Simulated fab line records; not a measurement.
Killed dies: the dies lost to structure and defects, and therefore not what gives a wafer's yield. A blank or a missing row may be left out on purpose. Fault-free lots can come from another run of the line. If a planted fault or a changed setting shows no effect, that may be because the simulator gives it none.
Which tool is to blame? | flow rit cmos | Sampling: 14 lots, 42 wafers, 2 of 202 route steps

## WHAT THE GAUGES READ, wafer by wafer
RIT_PLDD_TW_MEAS_10. Usual: PLDD_TW typically reads 2335, with standard deviation 22.
lot  | measured    | on            | PLDD_TW        | flag
L756 | day 2 23:27 | film metro-02 | 2316 2329 2319 |
L757 | day 3 00:49 | film metro-01 | 2343 2338 2334 |
L758 | day 3 10:35 | film metro-02 | 2325 2318 2322 |
L761 | day 3 23:56 | film metro-01 | 2348 2340 2330 |
L764 | day 4 13:44 | film metro-01 | 2363 2367 2378 |
L765 | day 4 16:44 | film metro-01 | 2357 2384 2378 |
L766 | day 4 20:58 | film metro-03 | 2330 2324 2324 |
L767 | day 5 04:31 | film metro-02 | 2317 2314 2308 |
L768 | day 5 08:24 | film metro-01 | 2366 2351 2365 |
L769 | day 5 13:49 | film metro-01 | 2376 2355 2359 |
L771 | day 5 23:13 | film metro-01 | 30 30 30       | OFF
L772 | day 6 02:51 | film metro-02 | 30 30 30       | OFF
L778 | day 7 09:35 | film metro-01 | 2342 2333 2343 |
L779 | day 7 14:59 | film metro-02 | 2321 2304 2315 |

## EACH LOT AND THE TOOL THAT RAN IT (in order: tool; ch and the chambers of the sampled wafers; start)
lot  | RIT_NLDD_STRIP_09
L756 | plasma asher-04 ch 0, day 2 21:51
L757 | plasma asher-03 ch 0,1, day 2 23:13
L758 | plasma asher-03 ch 0, day 3 08:40
L761 | plasma asher-03 ch 0,1, day 3 22:20
L764 | plasma asher-03 ch 0,1, day 4 12:08
L765 | plasma asher-02 ch 0,1, day 4 15:10
L766 | plasma asher-02 ch 0,1, day 4 19:14
L767 | plasma asher-04 ch 0,1, day 5 02:43
L768 | plasma asher-04 ch 0,1, day 5 06:40
L769 | plasma asher-04 ch 0,1, day 5 12:06
L771 | plasma asher-03 ch 0,1, day 5 21:37
L772 | plasma asher-04 ch 0,1, day 6 01:15
L778 | plasma asher-04 ch 0, day 7 07:51
L779 | plasma asher-02 ch 0,1, day 7 13:15
- RIT_NLDD_STRIP_09: strips in O2, time 180 s.

## AS READ BY THE TOOLS THEMSELVES (means over the sampled wafers that have a number; for cases with no such wafer, the mark the record gives instead)
RIT_NLDD_STRIP_09. Usual: chamber pressure mTorr 4000 mTorr, standard deviation 4; drypump motor current A 5.5 A, standard deviation 0.37.
lot  | tool            | chamber pressure mTorr (mTorr) | drypump motor current A (A) | flag
L756 | plasma asher-04 | 4003                           | 5.8                         |
L757 | plasma asher-03 | 4000                           | 5.1                         |
L758 | plasma asher-03 | 4000                           | 4.8                         |
L761 | plasma asher-03 | 3998                           | 5.1                         |
L764 | plasma asher-03 | 3997                           | 5.4                         |
L765 | plasma asher-02 | 3997                           | 5.4                         |
L766 | plasma asher-02 | 4001                           | 5.4                         |
L767 | plasma asher-04 | 4004                           | 5.7                         |
L768 | plasma asher-04 | 4002                           | 5.6                         |
L769 | plasma asher-04 | 3998                           | 5.7                         |
L771 | plasma asher-03 | -                              | -                           | OFF
L772 | plasma asher-04 | -                              | -                           | OFF
L778 | plasma asher-04 | 3998                           | 5.8                         |
L779 | plasma asher-02 | 3999                           | 5.4                         |

## THE ANSWER, worked out from the rows above alone
Rule: a lot is off if the mean of its wafers that have a number lies more than 3 standard deviations from the usual mean. Also off: a lot with no number at a reading for which 4 or more lots have one. The other lots that the step has rows for count as sound. Order of review: gauges by route order, followed by the tools' own readings, for which a lot's mean as printed above is used. At the first step where some lot is off, the reading lying furthest off is the one used; lots without a number count as furthest.
Off: L771, L772, seen at RIT_PLDD_TW_MEAS_10 (PLDD_TW).
A tool fits if, at a process step before that reading, it ran every lot that is off, and no sound lot after the first of them. The gauges at RIT_PLDD_TW_MEAS_10 aren't tried: what is off there is off at RIT_NLDD_STRIP_09 too, on other tools, and a gauge's error can't cause that. Not one of the candidates tried fits.

## WHAT WAS PUT IN BY THE SIMULATOR
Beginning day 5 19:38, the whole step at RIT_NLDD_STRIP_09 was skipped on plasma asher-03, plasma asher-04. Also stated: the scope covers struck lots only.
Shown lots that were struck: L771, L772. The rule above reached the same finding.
